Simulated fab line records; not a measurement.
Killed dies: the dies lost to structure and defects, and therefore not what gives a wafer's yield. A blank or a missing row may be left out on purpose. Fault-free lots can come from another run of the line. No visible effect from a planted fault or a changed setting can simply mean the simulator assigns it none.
Comparing a struck lot with a sound one -- flow rit-cmos -- 26 steps out of a route of 202
Sound: the wafers L761.1, L761.2, L761.5. Wafers L769.1, L769.3, L769.4 were the ones struck. The cause is named last.
Each step with rows lists, per side, the tool, then ch with its chambers, then its first start. Under that, the readings that differ: sound wafers -- struck wafers -- difference of the means -- sigmas: that difference in standard deviations of wafers without a fault.
alike: readings with means less than 2 such deviations apart, plus words and numbers identical on both sides. not compared: withheld readings, readings lacking a value on some wafer, bounds such as >300 that could conceal the same value, and numbers that have no deviation in the record and whose values overlap.
Wherever a step has rows on one side only, a row that says differs or no value, or a row with sigmas, the two part there. Numbers that have no deviation but don't overlap get no sigmas and don't part them. A reading that every wafer of one side lacks parts them only if that side has two wafers or more.

first, 1 step without rows for these wafers: RIT_SPACER_CVD_03 (deposits Si3N4 from SiH2Cl2/NH3, target thk 250 nm, time 3300 s).
RIT_SPACER_THK_MEAS_04:
  sound on film-metro-01 at day 4 05:51; struck on film-metro-03 at day 5 16:50
  alike: SPACER_NITRIDE_THK
RIT_SPACER_ETCHBACK_05: etches Si3N4 in SF6/CHF3, stops on SiO2, target depth 250 nm, time 240 s.
  sound on rie-diel-03 ch 0,3, day 4 05:55; struck on rie-diel-04 ch 0,1,2, day 5 16:53
  alike: drypump-motor-current-A, oes-product-au, rf-fwd-power-W, throttle-valve-pct
  not compared: rf-hours-counter-h
then, 6 steps without rows for these wafers: RIT_NSD_HMDS_00 (prime time 60 s); RIT_NSD_COAT_01 (resist thk 1000 nm); RIT_NSD_SOFTBAKE_02 (time 60 s); RIT_NSD_EXPOSE_03 (exposes mask M9, target cd 40700 nm); RIT_NSD_PEB_04; RIT_NSD_DEVELOP_05 (develop time 50 s).
RIT_NSD_OVL_MEAS_06:
  sound on overlay-02 at day 4 07:02; struck on overlay-01 at day 5 18:01
  alike: NSD_OVL
then, 2 steps without rows for these wafers: RIT_NSD_HARDBAKE_07 (time 60 s); RIT_NSD_IMPLANT_08.
RIT_NSD_STRIP_09: strips in O2, time 180 s.
  sound on plasma-asher-03 ch 0,1, day 4 07:22; struck on plasma-asher-03 ch 0,1, day 5 18:21
  no value came back on the struck wafers for chamber-pressure-mTorr (mTorr), drypump-motor-current-A (A); on the sound wafers chamber-pressure-mTorr (mTorr) reads 3999 4005 4002
reading,sound,struck,difference,sigmas
model.NOVOLAK_of_NSD_COAT_01.thk-nm (nm),0 0 0,882.8 882.6 885.7,+883.7,
  not compared: rf-hours-counter-h
RIT_NSD_TW_MEAS_10:
  sound on film-metro-02 at day 4 07:32; struck on film-metro-03 at day 5 18:32
  alike: NSD_TW
then, 6 steps without rows for these wafers: RIT_PSD_HMDS_00 (prime time 60 s); RIT_PSD_COAT_01 (resist thk 1000 nm); RIT_PSD_SOFTBAKE_02 (time 60 s); RIT_PSD_EXPOSE_03 (exposes mask M10, target cd 40900 nm); RIT_PSD_PEB_04; RIT_PSD_DEVELOP_05 (develop time 50 s).
RIT_PSD_OVL_MEAS_06:
  sound on overlay-02 at day 4 08:35; struck on overlay-01 at day 5 19:26
  alike: PSD_OVL
then, 2 steps without rows for these wafers: RIT_PSD_HARDBAKE_07 (time 60 s); RIT_PSD_IMPLANT_08.
RIT_PSD_STRIP_09: strips in O2, time 180 s.
  sound on plasma-asher-04 ch 0,1, day 4 08:55; struck on plasma-asher-03 ch 0,1, day 5 19:46
  alike: chamber-pressure-mTorr, drypump-motor-current-A
  not compared: rf-hours-counter-h
RIT_PSD_TW_MEAS_10:
  sound on film-metro-02 at day 4 09:05; struck on film-metro-02 at day 5 19:57
reading,sound,struck,difference,sigmas
PSD_TW,3431 3429 3428,30 30 30,-3399,-99 or more
then, 1 step without rows for these wafers: RIT_SDANNEAL_CLEAN_00 (cleans in SC1, time 608.5 s).

WHERE THEY PART
Earliest at RIT_NSD_STRIP_09; latest, in this record, at RIT_PSD_TW_MEAS_10.

WHY: whatever the simulator had introduced
Whole step skipped at RIT_NSD_STRIP_09 on plasma-asher-03, starting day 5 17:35. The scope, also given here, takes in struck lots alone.
